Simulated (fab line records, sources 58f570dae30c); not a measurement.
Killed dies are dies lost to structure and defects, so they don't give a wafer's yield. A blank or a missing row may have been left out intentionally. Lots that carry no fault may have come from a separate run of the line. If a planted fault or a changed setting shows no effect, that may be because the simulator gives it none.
A struck lot beside a sound one    flow berkeleyCmos170    14 out of 331 route steps
Sound: the wafers L123.1, L123.2, L123.3. Struck: wafers L112.3, L112.5, L112.6. At the end, the cause is stated.
Order at every step that has rows: each side's tool, ch and its chambers, its first start. Under that, the readings that differ: sound wafers    struck wafers    difference of the means    sigmas: that difference in standard deviations of wafers without a fault.
alike: words and numbers the same on both sides, and readings whose means are apart by under 2 such deviations; not compared: readings that were withheld, readings missing a value for some wafer, numbers with overlapping values and no deviation given by the record, and bounds like >300 which may hide the same value.
Wherever a step has rows on one side only, a row that says differs or no value, or a row with sigmas, the two part there. When numbers do not overlap yet have no deviation, they are printed without sigmas and do not part them. A reading missing from all wafers of one side parts the sides only when that side holds two or more wafers.

first, 2 steps without rows for these wafers: UCB170_PSD_PEB_04; UCB170_PSD_DEVELOP_05 (develop time 45 s).
UCB170_PSD_CD_MEAS_06: the cd target is 1200 nm.
  sound on cdSem-01, day 9 17:57; struck on cdSem-02, day 7 05:21
  alike: cdNm
UCB170_PSD_OVL_MEAS_07:
  sound on overlay-01, day 9 18:04; struck on overlay-01, day 7 05:26
  alike: PSD_OVL
after that, 1 step had no rows for these wafers: UCB170_PSD_IMPLANT_08.
UCB170_PSD_STRIP_09: strips in O2.
  sound on plasmaAsher-02 ch 0,1, day 9 18:16; struck on plasmaAsher-02 ch 0,1, day 7 05:39
  alike: drypumpMotorCurrentA, oesProductAu, stripTimeToEndpointS
  not compared: rfHoursCounterH
UCB170_PSD_TW_MEAS_10:
  sound on filmMetro-02, day 9 18:22; struck on filmMetro-04, day 7 05:44
  alike: PSD_TW
then, 5 steps without rows for these wafers: UCB170_PSD_CLEAN_11 (cleans in SPM, time 600 s); UCB170_NSD_HMDS_00 (prime time 60 s); UCB170_NSD_COAT_01 (resist thk 900 nm); UCB170_NSD_SOFTBAKE_02 (time 60 s); UCB170_NSD_EXPOSE_03 (exposes mask NSELECT MOD, target cd 1200 nm).
UCB170_NSD_PEB_04:
  struck on lithoTrack-04, day 7 07:42; sound on lithoTrack-04 ch 0, day 9 19:52
  no value came back on the struck wafers for chillPlateTempC (C), exhaustPa (Pa); on the sound wafers chillPlateTempC (C) reads 22.97 22.94 23.06
then, 1 step without rows for these wafers: UCB170_NSD_DEVELOP_05 (develop time 45 s).

WHERE THEY PART
Only at UCB170_NSD_PEB_04, within this record.

WHY: what had been put in by the simulator
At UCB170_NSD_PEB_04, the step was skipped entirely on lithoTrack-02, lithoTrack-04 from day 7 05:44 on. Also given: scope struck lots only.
